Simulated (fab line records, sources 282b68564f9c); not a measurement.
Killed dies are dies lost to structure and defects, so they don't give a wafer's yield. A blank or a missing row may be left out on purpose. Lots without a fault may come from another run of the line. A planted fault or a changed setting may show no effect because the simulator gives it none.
Tool commonality check | flow rit_cmos | 15 lots, 45 wafers sampled

WHY IT WAS OPENED
At RIT_PRETRO_TW_MEAS_10 the reading PRETRO_TW is flagged on 3 of 15 lots. Wafers without a fault read 474.6, standard deviation 3.
Rule: a lot is flagged when every wafer of it that has a number lies more than 4 standard deviations from that mean, or none has a number. The other lots count as sound.

lot  | measured    | on            | PRETRO_TW, wafer by wafer | flag
L772 | day 2 13:43 | film_metro-02 | 470.9 470.4 474.3         |
L773 | day 2 18:11 | film_metro-02 | 472.9 474.1 472.4         |
L775 | day 3 04:34 | film_metro-02 | 470.8 473.1 471.9         |
L776 | day 3 09:45 | film_metro-02 | 470.5 470.5 471.0         |
L777 | day 3 13:34 | film_metro-01 | 479.5 479.2 479.4         |
L778 | day 3 18:41 | film_metro-04 | 591.3 592.2 590.7         | FLAGGED
L779 | day 3 23:13 | film_metro-02 | 473.6 473.5 474.6         |
L783 | day 4 20:10 | film_metro-01 | 593.9 589.5 591.2         | FLAGGED
L787 | day 5 16:14 | film_metro-02 | 584.6 584.1 582.8         | FLAGGED
L788 | day 5 20:17 | film_metro-04 | 477.6 477.7 477.4         |
L790 | day 6 06:10 | film_metro-01 | 476.9 474.5 474.6         |
L791 | day 6 11:46 | film_metro-02 | 475.8 473.5 475.2         |
L792 | day 6 16:30 | film_metro-02 | 473.7 474.0 470.9         |
L793 | day 6 21:50 | film_metro-02 | 477.6 475.5 471.3         |
L794 | day 7 02:17 | film_metro-04 | 473.0 474.2 474.2         |
The numbers of the flagged lots are 588.9 on average: +114.3 against the usual, or +38 standard deviations.

WHICH TOOL RAN EACH LOT
The record holds 1 process step before the reading, out of a route of 202 steps. In each cell: the tool, then ch and the chambers that the sampled wafers went through, then the start.
lot  | flag    | RIT_PRETRO_IMPLANT_08
L772 |         | implanter-01 ch 0, day 2 13:25
L773 |         | implanter-03 ch 0, day 2 17:52
L775 |         | implanter-04 ch 0, day 3 04:14
L776 |         | implanter-01 ch 0, day 3 09:17
L777 |         | implanter-01 ch 0, day 3 13:15
L778 | FLAGGED | implanter-03 ch 0, day 3 18:02
L779 |         | implanter-03 ch 0, day 3 22:54
L783 | FLAGGED | implanter-01 ch 0, day 4 19:33
L787 | FLAGGED | implanter-01 ch 0, day 5 15:37
L788 |         | implanter-01 ch 0, day 5 19:58
L790 |         | implanter-04 ch 0, day 6 05:50
L791 |         | implanter-04 ch 0, day 6 11:27
L792 |         | implanter-03 ch 0, day 6 16:11
L793 |         | implanter-01 ch 0, day 6 21:30
L794 |         | implanter-01 ch 0, day 7 01:58
What these steps do:
- RIT_PRETRO_IMPLANT_08
- RIT_PRETRO_TW_MEAS_10

FLAGGED OVER TOTAL, TOOL BY TOOL (the gauges that took the reading come last)
step                  | tool          | lots run | flagged | share of the flagged lots | sound lots run after its first flagged lot
RIT_PRETRO_IMPLANT_08 | implanter-01  | 8        | 2       | some                      | 3 (L788,L793,L794)
RIT_PRETRO_IMPLANT_08 | implanter-03  | 4        | 1       | some                      | 2 (L779,L792)
RIT_PRETRO_IMPLANT_08 | implanter-04  | 3        | 0       | none                      | -
RIT_PRETRO_TW_MEAS_10 | film_metro-01 | 3        | 1       | some                      | 1 (L790)
RIT_PRETRO_TW_MEAS_10 | film_metro-02 | 9        | 1       | some                      | 3 (L791,L792,L793)
RIT_PRETRO_TW_MEAS_10 | film_metro-04 | 3        | 1       | some                      | 2 (L788,L794)

WHAT THE TABLE ALLOWS
No row of the table ran every flagged lot.

WHAT THE SIMULATOR HAD PUT IN
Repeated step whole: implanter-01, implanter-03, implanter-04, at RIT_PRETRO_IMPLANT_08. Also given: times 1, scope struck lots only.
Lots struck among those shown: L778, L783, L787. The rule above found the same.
